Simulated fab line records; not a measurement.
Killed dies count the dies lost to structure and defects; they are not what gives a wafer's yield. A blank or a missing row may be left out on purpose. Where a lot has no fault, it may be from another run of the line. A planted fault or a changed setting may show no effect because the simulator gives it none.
2 desks looking at one fault / flow berkeley cmos170 / only its own numbers are on each desk; what lay behind them is given at the end

== AT THE METROLOGY DESK ==
What the gauges read for every lot (on any tool): the sampled wafers with a number, averaged. Marked OUT: a lot whose mean sits more than 4 standard deviations from the usual mean, which makes it out of limits; the brackets give that distance.
Columns: A = PWELL_OXIDE_THK at UCB170_PWELL_THK_MEAS_03, usual 26.5 nm; B = PWELL_NITRIDE_THK at UCB170_PWELL_THK_MEAS_06, usual 220.7 nm; C = PWELL_OVL at UCB170_PWELL_OVL_MEAS_13, usual 0 nm
lot=L936; first seen here=day 4 00:19; A=25.9; B=220.0; C=0
lot=L943; first seen here=day 5 22:34; A=26.0; B=222.6; C=-6
lot=L946; first seen here=day 6 15:16; A=26.5; B=222.8; C=1
lot=L947; first seen here=day 6 15:20; A=26.6; B=222.9; C=-2
lot=L948; first seen here=day 6 15:20; A=26.3; B=222.5; C=-3
lot=L950; first seen here=day 7 06:49; A=26.9; B=219.7; C=-3
This desk's verdict: no lot among the 6 shows anything out of limits.

== DESK OF THE TOOL OWNER: rie diel-01 ==
The tool's own readings at UCB170_PWELL_ETCH_14 (etches Si3N4 in CH3F/Ar/O2, stops on SiO2, target depth 242 nm, time 151 s): means of the sampled wafers that have a number, for each lot that ran on this tool. Marked OUT: a lot whose mean sits more than 4 standard deviations from the usual mean, which makes it out of limits; the brackets give that distance.
Columns: A = drypump motor current A at UCB170_PWELL_ETCH_14, usual 5.8 A; B = oes product au at UCB170_PWELL_ETCH_14, usual 0.943 a.u.; C = throttle valve pct at UCB170_PWELL_ETCH_14, usual 8.02 %
lot=L936; first seen here=day 4 11:10; A=6.1; B=0.940; C=7.86
lot=L943; first seen here=day 6 07:47; A=5.4; B=0.927; C=8.01
lot=L946; first seen here=day 6 20:37; A=5.8; B=0.932; C=7.91
This desk's verdict: no lot among the 3 shows anything out of limits.

== PUT TOGETHER ==
The metrology desk saw nothing out of limits.
The tool owner's desk saw nothing out of limits.

== WHAT THE SIMULATOR HAD PUT IN ==
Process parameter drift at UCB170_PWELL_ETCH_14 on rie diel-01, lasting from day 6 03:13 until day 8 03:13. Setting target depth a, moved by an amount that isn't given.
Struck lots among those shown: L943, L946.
